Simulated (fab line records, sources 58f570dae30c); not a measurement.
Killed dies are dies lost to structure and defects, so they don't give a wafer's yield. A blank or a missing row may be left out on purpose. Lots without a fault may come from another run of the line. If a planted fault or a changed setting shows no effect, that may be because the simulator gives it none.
Chamber matching + flow berkeley_cmos170 + 4 sister chambers for UCB170_PWELL_ETCH_14 on rie_diel-02
The step etches Si3N4 in CH3F/Ar/O2, stops on SiO2, target depth 242 nm, time 151 s. 14 wafers are shown with their chamber, then 7 later ones without.

== EACH WAFER AND ITS CHAMBER ==
| wafer  | chamber | drypump_motor_current_A (A) | throttle_valve_pct (%) | oes_product_au (a.u.) |
|--------|---------|-----------------------------|------------------------|-----------------------|
| L322.2 | 0       | 5.7                         | 8.04                   | 0.937                 |
| L322.5 | 3       | 5.3                         | 8.01                   | 0.929                 |
| L322.6 | 0       | 5.7                         | 8.04                   | 0.943                 |
| L320.1 | 3       | 5.3                         | 7.99                   | 0.923                 |
| L320.5 | 3       | 5.3                         | 8.00                   | 0.923                 |
| L320.6 | 2       | 6.2                         | 8.32                   | 0.967                 |
| L326.2 | 1       | 6.3                         | 8.07                   | 0.953                 |
| L326.4 | 3       | 5.3                         | 7.98                   | 0.927                 |
| L326.5 | 3       | 5.3                         | 7.99                   | 0.914                 |
| L329.1 | 0       | 5.7                         | 8.05                   | 0.960                 |
| L329.2 | 3       | 5.3                         | 7.98                   | 0.928                 |
| L329.5 | 1       | 6.2                         | 8.06                   | 0.960                 |
| L340.1 | 2       | 6.2                         | 8.32                   | 0.968                 |
| L340.5 | 1       | 6.3                         | 8.06                   | 0.960                 |

SIGNATURES, as means of the wafers listed above
| reading                 | chamber 0 | chamber 1 | chamber 2 | chamber 3 | scatter within a chamber |
|-------------------------|-----------|-----------|-----------|-----------|--------------------------|
| drypump_motor_current_A | 5.700     | 6.267     | 6.200     | 5.300     | 0.0258                   |
| throttle_valve_pct      | 8.0433    | 8.0633    | 8.3200    | 7.9917    | 0.00904                  |
| oes_product_au          | 0.94667   | 0.95767   | 0.96750   | 0.92400   | 0.00685                  |
Rule: a wafer lies at a distance from a chamber equal to the root of the sum of squares, over the readings, of (its reading less the chamber's mean, divided by the reading's scatter). If the next closest chamber is less than 2 further off than the closest, the wafer can't be placed; otherwise it belongs to the closest. How the scatter is found: for the shown wafers, subtract from each reading the mean of its chamber, square and add these, divide the total by (wafers less chambers), then take the root.

== WAFERS WITHOUT THEIR CHAMBER ==
| wafer  | drypump_motor_current_A (A) | throttle_valve_pct (%) | oes_product_au (a.u.) |
|--------|-----------------------------|------------------------|-----------------------|
| L340.6 | 6.1                         | 8.33                   | 0.972                 |
| L343.3 | 6.1                         | 8.32                   | 0.954                 |
| L343.5 | 6.2                         | 8.32                   | 0.967                 |
| L343.6 | 5.3                         | 7.99                   | 0.916                 |
| L342.1 | 6.2                         | 8.30                   | 0.968                 |
| L342.4 | 6.2                         | 8.08                   | 0.957                 |
| L342.5 | 5.7                         | 8.05                   | 0.947                 |

== THE CHAMBER EACH PASSED THROUGH ==
| wafer  | from the rows above | in truth |
|--------|---------------------|----------|
| L340.6 | 2                   | 2        |
| L343.3 | 2                   | 2        |
| L343.5 | 2                   | 2        |
| L343.6 | 3                   | 3        |
| L342.1 | 2                   | 2        |
| L342.4 | 1                   | 1        |
| L342.5 | 0                   | 0        |
Correct placement for 7 of the 7. Not placeable from these rows: 0. 0 placed wrongly.
